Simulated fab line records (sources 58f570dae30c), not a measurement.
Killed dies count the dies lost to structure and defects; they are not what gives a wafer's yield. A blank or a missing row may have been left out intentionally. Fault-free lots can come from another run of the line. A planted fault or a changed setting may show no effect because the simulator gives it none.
Tool commonality check :: flow berkeley-cmos170 :: Sampled: 15 lots, 45 wafers

== WHY THIS WAS OPENED ==
UCB170_SDANNEAL_RS_MEAS_02, reading PSD_RS: flagged on 3 of 15 lots. Fault-free wafers read 75.54 ohm/sq, with a standard deviation of 0.27.
Rule: flag the lot when none of its wafers has a number, or when each of its wafers that has one lies beyond 4 standard deviations from that mean. The other lots count as sound.

lot: L693
measured: day 7 10:17
on: film-metro-04
PSD_RS (ohm/sq), wafer by wafer: 75.30 75.44 75.58
flag: 

lot: L694
measured: day 8 14:32
on: film-metro-02
PSD_RS (ohm/sq), wafer by wafer: 75.17 75.15 74.94
flag: 

lot: L699
measured: day 9 09:35
on: film-metro-03
PSD_RS (ohm/sq), wafer by wafer: 75.73 75.81 76.03
flag: 

lot: L698
measured: day 9 10:14
on: film-metro-02
PSD_RS (ohm/sq), wafer by wafer: 75.39 75.49 75.81
flag: 

lot: L702
measured: day 10 09:58
on: film-metro-03
PSD_RS (ohm/sq), wafer by wafer: 75.79 76.00 75.52
flag: 

lot: L704
measured: day 10 10:14
on: film-metro-04
PSD_RS (ohm/sq), wafer by wafer: 76.13 75.62 75.85
flag: 

lot: L708
measured: day 11 05:48
on: film-metro-02
PSD_RS (ohm/sq), wafer by wafer: 96.51 96.76 96.92
flag: FLAGGED

lot: L709
measured: day 11 06:10
on: film-metro-04
PSD_RS (ohm/sq), wafer by wafer: 75.20 75.19 75.33
flag: 

lot: L707
measured: day 11 06:20
on: film-metro-02
PSD_RS (ohm/sq), wafer by wafer: 97.09 97.40 97.40
flag: FLAGGED

lot: L713
measured: day 12 08:50
on: film-metro-04
PSD_RS (ohm/sq), wafer by wafer: 76.07 75.98 75.89
flag: 

lot: L710
measured: day 12 09:07
on: film-metro-03
PSD_RS (ohm/sq), wafer by wafer: 97.56 97.78 97.64
flag: FLAGGED

lot: L712
measured: day 12 09:23
on: film-metro-02
PSD_RS (ohm/sq), wafer by wafer: 75.65 75.46 75.47
flag: 

lot: L715
measured: day 12 09:46
on: film-metro-03
PSD_RS (ohm/sq), wafer by wafer: 75.73 75.30 75.45
flag: 

lot: L714
measured: day 12 09:52
on: film-metro-02
PSD_RS (ohm/sq), wafer by wafer: 75.48 75.36 75.09
flag: 

lot: L716
measured: day 12 11:49
on: film-metro-04
PSD_RS (ohm/sq), wafer by wafer: 75.19 75.27 75.63
flag: 
The numbers of the flagged lots are 97.23 ohm/sq on average: +21.69 ohm/sq against the usual, or +80 standard deviations.

== WHICH TOOL RAN EACH LOT ==
The record keeps 1 process step preceding the reading, out of 331 steps on the route. Cell contents, in order: the tool; ch with the chambers the sampled wafers went through; the start.
lot: L693
flag: 
UCB170_SDANNEAL_RTA_01: rtp-anneal-01 ch 0, day 7 10:13

lot: L694
flag: 
UCB170_SDANNEAL_RTA_01: rtp-anneal-01 ch 0, day 8 14:28

lot: L699
flag: 
UCB170_SDANNEAL_RTA_01: rtp-anneal-01 ch 0, day 9 09:32

lot: L698
flag: 
UCB170_SDANNEAL_RTA_01: rtp-anneal-02 ch 0, day 9 10:10

lot: L702
flag: 
UCB170_SDANNEAL_RTA_01: rtp-anneal-01 ch 0, day 10 09:53

lot: L704
flag: 
UCB170_SDANNEAL_RTA_01: rtp-anneal-02 ch 0, day 10 10:07

lot: L708
flag: FLAGGED
UCB170_SDANNEAL_RTA_01: rtp-anneal-01 ch 0, day 11 05:44

lot: L709
flag: 
UCB170_SDANNEAL_RTA_01: rtp-anneal-02 ch 0, day 11 06:05

lot: L707
flag: FLAGGED
UCB170_SDANNEAL_RTA_01: rtp-anneal-01 ch 0, day 11 06:16

lot: L713
flag: 
UCB170_SDANNEAL_RTA_01: rtp-anneal-02 ch 0, day 12 08:46

lot: L710
flag: FLAGGED
UCB170_SDANNEAL_RTA_01: rtp-anneal-01 ch 0, day 12 09:02

lot: L712
flag: 
UCB170_SDANNEAL_RTA_01: rtp-anneal-02 ch 0, day 12 09:20

lot: L715
flag: 
UCB170_SDANNEAL_RTA_01: rtp-anneal-02 ch 0, day 12 09:41

lot: L714
flag: 
UCB170_SDANNEAL_RTA_01: rtp-anneal-02 ch 0, day 12 09:48

lot: L716
flag: 
UCB170_SDANNEAL_RTA_01: rtp-anneal-02 ch 0, day 12 11:45
What the steps here do:
- UCB170_SDANNEAL_RTA_01: time 5 s.
- UCB170_SDANNEAL_RS_MEAS_02: measures by four-point-probe.

== FLAGGED AGAINST TOTAL, ONE TOOL AT A TIME (gauges that did the reading follow at the end) ==
step: UCB170_SDANNEAL_RTA_01
tool: rtp-anneal-01
lots run: 7
flagged: 3
share of the flagged lots: all
sound lots run after its first flagged lot: 0

step: UCB170_SDANNEAL_RTA_01
tool: rtp-anneal-02
lots run: 8
flagged: 0
share of the flagged lots: none
sound lots run after its first flagged lot: -

step: UCB170_SDANNEAL_RS_MEAS_02
tool: film-metro-02
lots run: 6
flagged: 2
share of the flagged lots: some
sound lots run after its first flagged lot: 2 (L712,L714)

step: UCB170_SDANNEAL_RS_MEAS_02
tool: film-metro-03
lots run: 4
flagged: 1
share of the flagged lots: some
sound lots run after its first flagged lot: 1 (L715)

step: UCB170_SDANNEAL_RS_MEAS_02
tool: film-metro-04
lots run: 5
flagged: 0
share of the flagged lots: none
sound lots run after its first flagged lot: -

== THE TABLE: WHAT IT ALLOWS ==
All flagged lots share 1 row of the table, namely rtp-anneal-01 at UCB170_SDANNEAL_RTA_01.
- rtp-anneal-01 at UCB170_SDANNEAL_RTA_01: 3 of its 7 lots flagged. It ran its last sound lot, L702, at day 10 09:53 and its first flagged lot, L708, at day 11 05:44: a fault with its onset between the two fits. Its own readings (lamp-power-pct, wafer_temp_C_max) fall more than 4 standard deviations out on all wafers of the flagged lots.
One tool is left: rtp-anneal-01 at UCB170_SDANNEAL_RTA_01.

== WHAT THE SIMULATOR HAD INSERTED ==
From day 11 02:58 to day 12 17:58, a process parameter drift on rtp-anneal-01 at UCB170_SDANNEAL_RTA_01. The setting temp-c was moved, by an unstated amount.
Struck lots among those shown: L708, L707, L710. The rule above reached the same finding.
